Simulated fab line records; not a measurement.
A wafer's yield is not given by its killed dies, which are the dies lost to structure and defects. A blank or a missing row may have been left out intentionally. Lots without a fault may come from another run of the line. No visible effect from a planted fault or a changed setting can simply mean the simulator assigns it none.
Which tool did it? + flow berkeleyCmos170 + 14 lots with 42 wafers sampled at 5 steps, on a route of 331 steps

WHAT THE GAUGES READ, wafer by wafer
UCB170_GATE_OVL_MEAS_13.
| lot  | measured     | on         | GATE_OVL (nm) |
|------|--------------|------------|---------------|
| L926 | day 8 03:22  | overlay-01 | -8 1 -2       |
| L927 | day 8 10:28  | overlay-01 | -5 7 -4       |
| L928 | day 8 10:44  | overlay-01 | -11 -12 -4    |
| L929 | day 9 00:14  | overlay-02 | -7 -13 -6     |
| L930 | day 9 20:47  | overlay-02 | -2 4 2        |
| L931 | day 9 21:01  | overlay-01 | -11 -2 -1     |
| L933 | day 9 21:08  | overlay-02 | -7 -2 -11     |
| L937 | day 10 11:03 | overlay-02 | -5 -8 -4      |
| L936 | day 10 11:20 | overlay-01 | 2 -5 1        |
| L935 | day 10 11:25 | overlay-02 | -12 -14 -7    |
| L944 | day 11 07:45 | overlay-01 | -1 -7 -6      |
| L945 | day 11 17:07 | overlay-01 | -12 -15 -16   |
| L947 | day 12 02:52 | overlay-02 | -5 -4 -3      |
| L949 | day 12 14:51 | overlay-02 | 1 -1 10       |

UCB170_CONTACT_CD_MEAS_90 targets a cd of 700 nm.
| lot  | measured     | on       | cdNm (nm)         |
|------|--------------|----------|-------------------|
| L926 | day 9 02:15  | cdSem-02 | 697.7 699.4 700.6 |
| L927 | day 9 09:31  | cdSem-01 | 698.0 700.1 698.0 |
| L928 | day 9 10:22  | cdSem-02 | 700.4 702.1 701.8 |
| L929 | day 10 03:07 | cdSem-02 | 699.2 700.3 700.0 |
| L930 | day 10 22:53 | cdSem-01 | 696.2 695.4 697.3 |
| L931 | day 10 22:21 | cdSem-01 | 700.9 701.3 701.4 |
| L933 | day 10 22:38 | cdSem-02 | 700.4 700.5 700.9 |
| L937 | day 11 15:22 | cdSem-02 | 700.1 701.6 701.1 |
| L936 | day 11 15:11 | cdSem-02 | - - -             |
| L935 | day 11 12:02 | cdSem-01 | - - -             |
| L944 | day 12 10:37 | cdSem-01 | 699.9 703.8 698.8 |
| L945 | day 12 13:58 | cdSem-02 | 699.0 699.9 702.5 |
| L947 | day 13 09:58 | cdSem-01 | 699.6 701.7 700.9 |
| L949 | day 13 19:09 | cdSem-02 | 703.3 701.0 702.3 |

WHAT TOOL EACH LOT RAN ON (gives the tool, then ch and the chambers of the sampled wafers, and finally the start)
| lot  | UCB170_GATE_ETCH_14               | UCB170_SDANNEAL_RTA_00          | UCB170_CONTACT_CVD_01       |
|------|-----------------------------------|---------------------------------|-----------------------------|
| L926 | rieDiel-03 ch 0,2, day 8 03:25    | rtpAnneal-02 ch 0, day 8 19:55  | lpcvd-01 ch 1, day 8 21:08  |
| L927 | rieDiel-03 ch 0,2,3, day 8 10:30  | rtpAnneal-01 ch 0, day 9 04:26  | lpcvd-01 ch 1, day 9 05:37  |
| L928 | rieDiel-04 ch 0,1,3, day 8 10:46  | rtpAnneal-02 ch 0, day 9 04:54  | lpcvd-02 ch 1, day 9 06:19  |
| L929 | rieDiel-04 ch 2,3, day 9 00:16    | rtpAnneal-01 ch 0, day 9 18:50  | lpcvd-01 ch 1, day 9 19:59  |
| L930 | rieDiel-02 ch 0,1, day 9 20:50    | rtpAnneal-01 ch 0, day 10 15:28 | lpcvd-01 ch 1, day 10 17:27 |
| L931 | rieDiel-04 ch 0,1,3, day 9 21:02  | rtpAnneal-01 ch 0, day 10 14:33 | lpcvd-02 ch 0, day 10 15:41 |
| L933 | rieDiel-02 ch 0,1, day 9 21:10    | rtpAnneal-02 ch 0, day 10 15:00 | lpcvd-01 ch 1, day 10 17:27 |
| L937 | rieDiel-03 ch 1,3, day 10 11:05   | rtpAnneal-02 ch 0, day 11 06:15 | lpcvd-02 ch 1, day 11 08:26 |
| L936 | rieDiel-04 ch 1,3, day 10 11:22   | rtpAnneal-01 ch 0, day 11 06:16 | lpcvd-02 ch 1, day 11 08:26 |
| L935 | rieDiel-03 ch 2,3, day 10 11:27   | rtpAnneal-01 ch 0, day 11 05:33 | lpcvd-01 ch 0, day 11 07:23 |
| L944 | rieDiel-03 ch 0,3, day 11 07:47   | rtpAnneal-02 ch 0, day 12 03:17 | lpcvd-01 ch 1, day 12 05:02 |
| L945 | rieDiel-04 ch 0,2,3, day 11 17:09 | rtpAnneal-01 ch 0, day 12 06:21 | lpcvd-01 ch 1, day 12 07:43 |
| L947 | rieDiel-03 ch 0,1,3, day 12 02:53 | rtpAnneal-01 ch 0, day 12 23:14 | lpcvd-01 ch 1, day 13 03:31 |
| L949 | rieDiel-04 ch 1,2,3, day 12 14:53 | rtpAnneal-01 ch 0, day 13 11:54 | lpcvd-02 ch 0, day 13 14:47 |
- UCB170_GATE_ETCH_14: etches BARC in N2/H2.
- UCB170_SDANNEAL_RTA_00: time 10.41 s.
- UCB170_CONTACT_CVD_01: deposits PSG from SiH4/O2/PH3, target thk 700 nm, time 2820 s.

AS READ BY THE TOOLS THEMSELVES (means over the sampled wafers that have a number; for cases with no such wafer, the mark the record gives instead)
UCB170_GATE_ETCH_14.
| lot  | tool       | drypumpMotorCurrentA (A) | oesProductAu (a.u.) | throttleValvePct (%) |
|------|------------|--------------------------|---------------------|----------------------|
| L926 | rieDiel-03 | 5.8                      | 0.990               | 13.31                |
| L927 | rieDiel-03 | 5.6                      | 0.999               | 13.39                |
| L928 | rieDiel-04 | 5.6                      | 1.003               | 13.22                |
| L929 | rieDiel-04 | 6.0                      | 0.998               | 13.22                |
| L930 | rieDiel-02 | 5.6                      | 0.988               | 13.31                |
| L931 | rieDiel-04 | 5.6                      | 1.010               | 13.22                |
| L933 | rieDiel-02 | 5.7                      | 0.989               | 13.32                |
| L937 | rieDiel-03 | 6.0                      | 1.002               | 13.16                |
| L936 | rieDiel-04 | 5.5                      | 1.020               | 13.23                |
| L935 | rieDiel-03 | 5.5                      | 1.003               | 13.55                |
| L944 | rieDiel-03 | 5.8                      | 0.989               | 13.23                |
| L945 | rieDiel-04 | 5.6                      | 0.993               | 13.31                |
| L947 | rieDiel-03 | 5.9                      | 0.995               | 13.19                |
| L949 | rieDiel-04 | 5.5                      | 1.000               | 13.31                |

UCB170_SDANNEAL_RTA_00.
| lot  | tool         | lampPowerPct (%) | wafer_temp_C_max |
|------|--------------|------------------|------------------|
| L926 | rtpAnneal-02 | 24.7             | 905.0            |
| L927 | rtpAnneal-01 | 23.1             | 903.5            |
| L928 | rtpAnneal-02 | 24.7             | 905.2            |
| L929 | rtpAnneal-01 | 23.1             | 902.6            |
| L930 | rtpAnneal-01 | 23.1             | 903.6            |
| L931 | rtpAnneal-01 | 23.1             | 903.3            |
| L933 | rtpAnneal-02 | 24.7             | 905.4            |
| L937 | rtpAnneal-02 | 24.7             | 905.0            |
| L936 | rtpAnneal-01 | 23.1             | 903.1            |
| L935 | rtpAnneal-01 | 23.1             | 903.5            |
| L944 | rtpAnneal-02 | 24.7             | 905.1            |
| L945 | rtpAnneal-01 | 23.1             | 902.9            |
| L947 | rtpAnneal-01 | 23.1             | 903.1            |
| L949 | rtpAnneal-01 | 23.1             | 903.0            |

UCB170_CONTACT_CVD_01.
| lot  | tool     | o2FlowSccm (sccm) | ph3FlowSccm (sccm) | zonePowerCentrePct (%) |
|------|----------|-------------------|--------------------|------------------------|
| L926 | lpcvd-01 | 89.89             | 24.97              | 19.7                   |
| L927 | lpcvd-01 | 89.89             | 25.09              | 19.7                   |
| L928 | lpcvd-02 | 90.03             | 25.02              | 20.1                   |
| L929 | lpcvd-01 | 89.65             | 25.00              | 19.3                   |
| L930 | lpcvd-01 | 90.56             | 24.99              | 19.5                   |
| L931 | lpcvd-02 | 90.22             | 25.10              | 16.0                   |
| L933 | lpcvd-01 | 89.96             | 25.02              | 19.6                   |
| L937 | lpcvd-02 | 89.98             | 25.03              | 20.2                   |
| L936 | lpcvd-02 | -                 | -                  | -                      |
| L935 | lpcvd-01 | -                 | -                  | -                      |
| L944 | lpcvd-01 | 89.82             | 24.97              | 19.4                   |
| L945 | lpcvd-01 | 89.75             | 24.96              | 19.4                   |
| L947 | lpcvd-01 | 90.39             | 24.96              | 19.7                   |
| L949 | lpcvd-02 | 89.78             | 24.97              | 16.0                   |

THE ANSWER, worked out from the rows above alone
Rule: usual is defined by the lots themselves. Put in order of their means at a reading, lots are off if they are a third of the lots or fewer, leave a main group of 4 or more, and stand apart from it by a gap of 3 or more times the standard deviation of the main group's means; of several such gaps the widest counts. Not used: any main group whose means are identical at the precision the tables above print for the reading. Also off: a lot with no number at a reading for which 4 or more lots have one. The other lots that the step has rows for count as sound. The gauges are gone through in route order, then the tools' own readings, and for those a lot's mean is taken as printed above. The first step at which some lot is off is used, and at that step the reading that is off furthest; a lot without a number counts as furthest.
Off, at UCB170_CONTACT_CD_MEAS_90 on cdNm: L936, L935. Without a number there: L936, L935. For the main group the mean is 700.2 nm and the standard deviation 1.5.
If a tool, at a process step before that reading, ran all the lots that are off and no sound lot after the first of them, it fits. The gauges at UCB170_CONTACT_CD_MEAS_90 aren't tried: what is off there is off at UCB170_CONTACT_CVD_01 too, on other tools, and a gauge's error can't cause that. Of those tried, none fits.

WHAT THE SIMULATOR PUT IN
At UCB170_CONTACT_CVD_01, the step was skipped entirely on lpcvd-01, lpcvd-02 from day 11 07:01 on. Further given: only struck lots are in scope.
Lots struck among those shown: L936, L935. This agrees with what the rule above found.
